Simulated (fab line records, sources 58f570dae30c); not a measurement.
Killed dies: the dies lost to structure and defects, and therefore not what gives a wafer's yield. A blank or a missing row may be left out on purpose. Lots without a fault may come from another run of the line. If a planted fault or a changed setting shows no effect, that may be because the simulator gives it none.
Which tool did it? + flow berkeley cmos170 + 42 wafers from 14 lots sampled at 5 of the route's 331 steps

## WHAT THE GAUGES SHOWED, per wafer
UCB170_SCREENOX_THK_MEAS_02. Usual: for SCREENOX_OXIDE_THK the level is 14.44 nm and the standard deviation is 0.25.
| lot  | measured     | on            | SCREENOX_OXIDE_THK (nm) | flag |
|------|--------------|---------------|-------------------------|------|
| L588 | day 6 11:38  | film metro-04 | 14.77 14.76 15.00       |      |
| L589 | day 6 20:49  | film metro-03 | 14.58 14.46 14.36       |      |
| L594 | day 7 12:47  | film metro-03 | 14.58 14.70 14.37       |      |
| L592 | day 7 12:47  | film metro-04 | 14.26 14.44 14.48       |      |
| L596 | day 8 01:07  | film metro-04 | 14.27 14.17 14.21       |      |
| L595 | day 8 01:08  | film metro-02 | 14.22 14.09 14.41       |      |
| L597 | day 8 12:19  | film metro-03 | 14.41 14.40 14.63       |      |
| L598 | day 8 12:17  | film metro-04 | 14.42 14.31 14.62       |      |
| L603 | day 10 01:34 | film metro-04 | 13.94 14.27 14.04       |      |
| L604 | day 10 01:35 | film metro-03 | 14.31 14.06 14.37       |      |
| L605 | day 10 01:34 | film metro-02 | 14.21 14.37 14.42       |      |
| L606 | day 10 10:36 | film metro-03 | 14.56 14.45 14.75       |      |
| L607 | day 10 21:56 | film metro-04 | 14.29 14.14 14.22       |      |
| L611 | day 11 14:25 | film metro-02 | 14.56 14.61 14.58       |      |

UCB170_NLDD_OVL_MEAS_07. Usual: for NLDD_OVL the level is 4 nm and the standard deviation is 5.8.
| lot  | measured     | on         | NLDD_OVL (nm) | flag |
|------|--------------|------------|---------------|------|
| L588 | day 7 18:56  | overlay-01 | 2 -5 -2       |      |
| L589 | day 8 06:09  | overlay-02 | 0 -4 5        |      |
| L594 | day 8 21:08  | overlay-01 | 4 -4 4        |      |
| L592 | day 8 20:07  | overlay-01 | 10 2 5        |      |
| L596 | day 9 04:23  | overlay-02 | 0 13 4        |      |
| L595 | day 9 04:31  | overlay-01 | -2 4 -4       |      |
| L597 | day 9 21:36  | overlay-01 | 5 6 4         |      |
| L598 | day 9 21:21  | overlay-02 | -1 -1 -3      |      |
| L603 | day 11 07:58 | overlay-01 | 3 10 0        |      |
| L604 | day 11 07:30 | overlay-02 | -5 -5 4       |      |
| L605 | day 11 06:35 | overlay-01 | -1 3 5        |      |
| L606 | day 11 17:32 | overlay-02 | 13 10 4       |      |
| L607 | day 12 00:45 | overlay-01 | 4 12 4        |      |
| L611 | day 12 21:35 | overlay-02 | 10 6 12       |      |

UCB170_SDANNEAL_RS_MEAS_04: measures by four-point-probe. Usual: for PLDD_RS the level is 1031.6 ohm/sq and the standard deviation is 2.7.
| lot  | measured     | on            | PLDD_RS (ohm/sq)     | flag |
|------|--------------|---------------|----------------------|------|
| L588 | day 8 07:46  | film metro-03 | 1029.3 1027.2 1029.0 |      |
| L589 | day 8 17:06  | film metro-02 | 1033.4 1034.1 1030.4 |      |
| L594 | day 9 10:42  | film metro-03 | 1031.3 1030.8 1027.7 |      |
| L592 | day 9 11:23  | film metro-04 | 1031.0 1030.6 1029.7 |      |
| L596 | day 9 20:11  | film metro-02 | 1037.1 1036.5 1036.9 |      |
| L595 | day 9 20:40  | film metro-03 | 1028.1 1029.6 1029.8 |      |
| L597 | day 10 10:44 | film metro-02 | 1035.7 1033.2 1035.8 |      |
| L598 | day 10 09:55 | film metro-02 | 1027.2 1029.3 1030.2 |      |
| L603 | day 11 22:31 | film metro-04 | 1050.9 1051.5 1047.3 | OFF  |
| L604 | day 11 22:21 | film metro-03 | 1033.0 1035.6 1034.8 |      |
| L605 | day 11 22:11 | film metro-02 | 1056.4 1055.4 1056.2 | OFF  |
| L606 | day 12 03:05 | film metro-04 | 1029.7 1033.3 1031.0 |      |
| L607 | day 12 13:23 | film metro-03 | 1031.1 1032.7 1029.4 |      |
| L611 | day 13 10:42 | film metro-03 | 1031.3 1032.9 1032.0 |      |

## WHAT TOOL EACH LOT RAN ON (gives the tool, then ch and the chambers of the sampled wafers, and finally the start)
| lot  | UCB170_PFIELD_STRIP_08               | UCB170_PLDD_IMPLANT_08          |
|------|--------------------------------------|---------------------------------|
| L588 | plasma asher-01 ch 0,1, day 4 23:11  | implanter-02 ch 0, day 7 17:08  |
| L589 | plasma asher-04 ch 0,1, day 5 07:51  | implanter-02 ch 0, day 8 03:53  |
| L594 | plasma asher-04 ch 0,1, day 5 20:40  | implanter-03 ch 0, day 8 19:07  |
| L592 | plasma asher-03 ch 0,1, day 5 20:56  | implanter-02 ch 0, day 8 18:30  |
| L596 | plasma asher-01 ch 0,1, day 6 20:14  | implanter-03 ch 0, day 9 02:37  |
| L595 | plasma asher-04 ch 0,1, day 6 20:31  | implanter-04 ch 0, day 9 02:48  |
| L597 | plasma asher-01 ch 0,1, day 7 06:05  | implanter-02 ch 0, day 9 19:59  |
| L598 | plasma asher-01 ch 0,1, day 7 06:17  | implanter-03 ch 0, day 9 19:46  |
| L603 | plasma asher-04 ch 0,1, day 8 15:41  | implanter-03 ch 0, day 11 06:14 |
| L604 | plasma asher-01 ch 0,1, day 8 15:42  | implanter-02 ch 0, day 11 05:55 |
| L605 | plasma asher-01 ch 0, day 8 16:12    | implanter-03 ch 0, day 11 04:56 |
| L606 | plasma asher-03 ch 0, day 9 02:30    | implanter-02 ch 0, day 11 15:44 |
| L607 | plasma asher-01 ch 1, day 9 17:50    | implanter-02 ch 0, day 11 22:48 |
| L611 | plasma asher-01 ch 0,1, day 10 09:26 | implanter-04 ch 0, day 12 19:18 |
- UCB170_PFIELD_STRIP_08: strips in O2.
- UCB170_PLDD_IMPLANT_08

## AS READ BY THE TOOLS THEMSELVES (means over the sampled wafers that have a number; for cases with no such wafer, the mark the record gives instead)
UCB170_PFIELD_STRIP_08. Usual: drypump motor current A 5.5 A, standard deviation 0.33; oes product au 0.734 a.u., standard deviation 0.0053; strip time to endpoint s 21.62 s, standard deviation 0.063.
| lot  | tool            | drypump motor current A (A) | oes product au (a.u.) | strip time to endpoint s (s) | flag |
|------|-----------------|-----------------------------|-----------------------|------------------------------|------|
| L588 | plasma asher-01 | 5.5                         | 0.732                 | 21.60                        |      |
| L589 | plasma asher-04 | 5.5                         | 0.737                 | 21.67                        |      |
| L594 | plasma asher-04 | 5.6                         | 0.735                 | 21.63                        |      |
| L592 | plasma asher-03 | 5.6                         | 0.732                 | 21.66                        |      |
| L596 | plasma asher-01 | 5.3                         | 0.731                 | 21.66                        |      |
| L595 | plasma asher-04 | 5.5                         | 0.733                 | 21.61                        |      |
| L597 | plasma asher-01 | 5.3                         | 0.739                 | 21.71                        |      |
| L598 | plasma asher-01 | 5.3                         | 0.733                 | 21.66                        |      |
| L603 | plasma asher-04 | 5.5                         | 0.735                 | 21.65                        |      |
| L604 | plasma asher-01 | 5.3                         | 0.733                 | 21.64                        |      |
| L605 | plasma asher-01 | 5.0                         | 0.736                 | 21.66                        |      |
| L606 | plasma asher-03 | 5.7                         | 0.740                 | 21.60                        |      |
| L607 | plasma asher-01 | 5.8                         | 0.740                 | 21.60                        |      |
| L611 | plasma asher-01 | 5.3                         | 0.736                 | 21.61                        |      |

UCB170_PLDD_IMPLANT_08. Usual: dose ions cm2 5e+13, standard deviation 5.9e+10; faraday current uA 159, standard deviation 3.2; rotation deg 0.003 degrees, standard deviation 0.02.
| lot  | tool         | dose ions cm2 | faraday current uA | rotation deg (degrees) | flag |
|------|--------------|---------------|--------------------|------------------------|------|
| L588 | implanter-02 | 5e+13         | 159                | 0.009                  |      |
| L589 | implanter-02 | 5e+13         | 159                | -0.014                 |      |
| L594 | implanter-03 | 5e+13         | 160                | 0.029                  |      |
| L592 | implanter-02 | 5e+13         | 156                | 0.000                  |      |
| L596 | implanter-03 | 5e+13         | 158                | -0.017                 |      |
| L595 | implanter-04 | 5e+13         | 161                | -0.013                 |      |
| L597 | implanter-02 | 5e+13         | 159                | -0.006                 |      |
| L598 | implanter-03 | 5e+13         | 158                | -0.006                 |      |
| L603 | implanter-03 | 5e+13         | 147                | -0.008                 | OFF  |
| L604 | implanter-02 | 5e+13         | 158                | 0.005                  |      |
| L605 | implanter-03 | 5e+13         | 153                | -0.005                 |      |
| L606 | implanter-02 | 5e+13         | 155                | 0.014                  |      |
| L607 | implanter-02 | 5e+13         | 156                | 0.015                  |      |
| L611 | implanter-04 | 5e+13         | 160                | -0.006                 |      |

## THE ANSWER, worked out from the rows above alone
Rule: take the mean of a lot's wafers that have a number; if it is more than 3 standard deviations from the usual mean, the lot is off. Also off: a lot with no number at a reading for which 4 or more lots have one. The other lots that the step has rows for count as sound. The gauges are gone through in route order, then the tools' own readings, and for those a lot's mean is taken as printed above. The first step at which some lot is off is used, and at that step the reading that is off furthest; a lot without a number counts as furthest.
Off: L603, L605, seen at UCB170_SDANNEAL_RS_MEAS_04 (PLDD_RS).
A tool fits if, at a process step before that reading, it ran every lot that is off, and no sound lot after the first of them. Those tools and the gauges at UCB170_SDANNEAL_RS_MEAS_04 are tried in the same way. One fits: implanter-03 at UCB170_PLDD_IMPLANT_08. Its last sound lot is L598 (day 9 19:46), its first lot that is off L605 (day 11 04:56): a fault that began between those two fits.

## WHAT HAD BEEN PUT IN BY THE SIMULATOR
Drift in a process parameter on implanter-03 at UCB170_PLDD_IMPLANT_08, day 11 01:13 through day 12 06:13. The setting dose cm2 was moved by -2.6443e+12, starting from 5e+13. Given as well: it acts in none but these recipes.
Struck lots among those shown: L605, L603. The rule above found the same.
